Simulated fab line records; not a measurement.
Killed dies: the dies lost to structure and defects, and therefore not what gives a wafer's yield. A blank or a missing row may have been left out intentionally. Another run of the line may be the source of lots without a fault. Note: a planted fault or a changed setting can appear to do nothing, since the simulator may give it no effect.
Split-lot study :: flow berkeleyCmos170 :: 27 wafers read from 5 lots, route of 331 steps

## THE SPLIT
At UCB170_M3_METAL_ETCH_18 (etches Al in Cl2/BCl3, stops on SiO2, target depth 1170 nm, time 195 s), the setting targetDepthA was moved away from the recipe's 11700 angstrom on 9 of the 27 wafers read, by -35.1% to +57.3%. All remaining wafers had this setting at the recipe value.

## FROM SPLIT TO READING: 1 step shown by the file between the two
- UCB170_M3_STRIP_19: strips in O2

## THE READING
cdNm (nm) at UCB170_M3_CD_MEAS_90, where the cd target is 700 nm. A value of 700.6 nm with a standard deviation of 2.2 nm is what fault-free wafers of this fab line usually give.

wafer: L074.1
tool, chamber at the split: rieMetal-02, 0
targetDepthA as run, angstrom: 11700
against the recipe: recipe
cdNm, nm: 700.8
against lot-mates on the recipe: -

wafer: L074.2
tool, chamber at the split: rieMetal-02, 1
targetDepthA as run, angstrom: 13720
against the recipe: +17.3%
cdNm, nm: 690.8
against lot-mates on the recipe: -9.6

wafer: L074.3
tool, chamber at the split: rieMetal-02, 1
targetDepthA as run, angstrom: 11700
against the recipe: recipe
cdNm, nm: 699.8
against lot-mates on the recipe: -

wafer: L074.4
tool, chamber at the split: rieMetal-02, 0
targetDepthA as run, angstrom: 13720
against the recipe: +17.3%
cdNm, nm: 692.6
against lot-mates on the recipe: -7.8

wafer: L074.5
tool, chamber at the split: rieMetal-02, 1
targetDepthA as run, angstrom: 13720
against the recipe: +17.3%
cdNm, nm: 690.6
against lot-mates on the recipe: -9.8

wafer: L074.6
tool, chamber at the split: rieMetal-02, 0
targetDepthA as run, angstrom: 11700
against the recipe: recipe
cdNm, nm: 700.5
against lot-mates on the recipe: -

wafer: L078.1
tool, chamber at the split: rieMetal-04, 0
targetDepthA as run, angstrom: 11700
against the recipe: recipe
cdNm, nm: 704.9
against lot-mates on the recipe: -

wafer: L078.2
tool, chamber at the split: rieMetal-04, 1
targetDepthA as run, angstrom: 11700
against the recipe: recipe
cdNm, nm: 703.3
against lot-mates on the recipe: -

wafer: L078.3
tool, chamber at the split: rieMetal-04, 1
targetDepthA as run, angstrom: 11700
against the recipe: recipe
cdNm, nm: 704.8
against lot-mates on the recipe: -

wafer: L078.4
tool, chamber at the split: rieMetal-04, 0
targetDepthA as run, angstrom: 11700
against the recipe: recipe
cdNm, nm: 704.4
against lot-mates on the recipe: -

wafer: L078.5
tool, chamber at the split: rieMetal-04, 1
targetDepthA as run, angstrom: 11700
against the recipe: recipe
cdNm, nm: 705.3
against lot-mates on the recipe: -

wafer: L078.6
tool, chamber at the split: rieMetal-04, 0
targetDepthA as run, angstrom: 11700
against the recipe: recipe
cdNm, nm: 705.5
against lot-mates on the recipe: -

wafer: L077.1
tool, chamber at the split: rieMetal-04, 1
targetDepthA as run, angstrom: 7597
against the recipe: -35.1%
cdNm, nm: 715.5
against lot-mates on the recipe: +16.9

wafer: L077.2
tool, chamber at the split: rieMetal-04, 0
targetDepthA as run, angstrom: 11700
against the recipe: recipe
cdNm, nm: 697.5
against lot-mates on the recipe: -

wafer: L077.3
tool, chamber at the split: rieMetal-04, 1
targetDepthA as run, angstrom: 11700
against the recipe: recipe
cdNm, nm: 699.7
against lot-mates on the recipe: -

wafer: L077.4
tool, chamber at the split: rieMetal-04, 0
targetDepthA as run, angstrom: 7597
against the recipe: -35.1%
cdNm, nm: 714.3
against lot-mates on the recipe: +15.7

wafer: L077.5
tool, chamber at the split: rieMetal-04, 1
targetDepthA as run, angstrom: 7597
against the recipe: -35.1%
cdNm, nm: 717.6
against lot-mates on the recipe: +19.0

wafer: L077.6
tool, chamber at the split: rieMetal-04, 0
targetDepthA as run, angstrom: 11700
against the recipe: recipe
cdNm, nm: 698.6
against lot-mates on the recipe: -

wafer: L079.1
tool, chamber at the split: rieMetal-03, 1
targetDepthA as run, angstrom: 18400
against the recipe: +57.3%
cdNm, nm: 673.5
against lot-mates on the recipe: -25.8

wafer: L079.2
tool, chamber at the split: rieMetal-03, 0
targetDepthA as run, angstrom: 18400
against the recipe: +57.3%
cdNm, nm: 674.3
against lot-mates on the recipe: -25.0

wafer: L079.3
tool, chamber at the split: rieMetal-03, 0
targetDepthA as run, angstrom: 11700
against the recipe: recipe
cdNm, nm: 700.0
against lot-mates on the recipe: -

wafer: L079.4
tool, chamber at the split: rieMetal-03, 1
targetDepthA as run, angstrom: 11700
against the recipe: recipe
cdNm, nm: 699.0
against lot-mates on the recipe: -

wafer: L079.5
tool, chamber at the split: rieMetal-03, 1
targetDepthA as run, angstrom: 11700
against the recipe: recipe
cdNm, nm: 698.8
against lot-mates on the recipe: -

wafer: L079.6
tool, chamber at the split: rieMetal-03, 0
targetDepthA as run, angstrom: 18400
against the recipe: +57.3%
cdNm, nm: 671.0
against lot-mates on the recipe: -28.3

wafer: L081.2
tool, chamber at the split: rieMetal-04, 0
targetDepthA as run, angstrom: 11700
against the recipe: recipe
cdNm, nm: 700.7
against lot-mates on the recipe: -

wafer: L081.3
tool, chamber at the split: rieMetal-04, 1
targetDepthA as run, angstrom: 11700
against the recipe: recipe
cdNm, nm: 704.1
against lot-mates on the recipe: -

wafer: L081.4
tool, chamber at the split: rieMetal-04, 0
targetDepthA as run, angstrom: 11700
against the recipe: recipe
cdNm, nm: 702.3
against lot-mates on the recipe: -

THE FIT
A straight line over all 27 wafers: cdNm changes by -0.477 nm for each +1% of targetDepthA; r = -0.98; the points scatter about the line by 2.5 nm.
The same after taking each lot's own level away (the mean of its wafers on the recipe; 27 wafers): -0.472 nm for each +1%; r = -0.99; scatter 1.1 nm.
According to that fit, moving targetDepthA by its largest amount changes the reading by 27 nm.
Measured against the standard deviation above, the lots' own levels, which go from 698.60 to 704.70 nm, span 2.8 times it.
Consequently the slope shifts little with the lot-to-lot level, the two slopes agreeing.
Check: -27.4 nm against its lot-mates is what the line predicts for one of the wafers moved furthest among these (+57.3%) when that wafer is left out of the fit. It came out at -25.8 nm against them.
Tool readings at the split's step, against how far the setting was moved: oesProductAu r = -0.98.

## THE WHOLE CHAIN: every reading that the file lists as answering this split, in the file's order
step: UCB170_M3_METAL_ETCH_18
what it does: etches Al in Cl2/BCl3, stops on SiO2, target depth 1170 nm, time 195 s
reading: oesProductAu
change (the file's fit): -0.00347 a.u. for each +1% of the setting
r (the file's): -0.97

step: UCB170_M3_METAL_ETCH_18
what it does: etches Al in Cl2/BCl3, stops on SiO2, target depth 1170 nm, time 195 s
reading: M3.featureDepthNm (the simulator's own value, which no gauge read)
change (the file's fit): not straight: 760 at the lowest setting, 960.3 at the recipe, 990.6 at the highest
r (the file's): not given

step: UCB170_M3_METAL_ETCH_18
what it does: etches Al in Cl2/BCl3, stops on SiO2, target depth 1170 nm, time 195 s
reading: KrF_of_M3_COAT_10.thkNm (the simulator's own value, which no gauge read)
change (the file's fit): -4.53 nm for each +1% of the setting
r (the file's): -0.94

step: UCB170_M3_STRIP_19
what it does: strips in O2
reading: oesProductAu
change (the file's fit): -0.00444 a.u. for each +1% of the setting
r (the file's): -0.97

step: UCB170_M3_CD_MEAS_90
what it does: target cd 700 nm
reading: cdNm
change (the file's fit): -0.472 nm for each +1% of the setting
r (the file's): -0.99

## FILE'S OWN FIT
cdNm changes by -0.472 nm for each +1% of targetDepthA, r = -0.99.
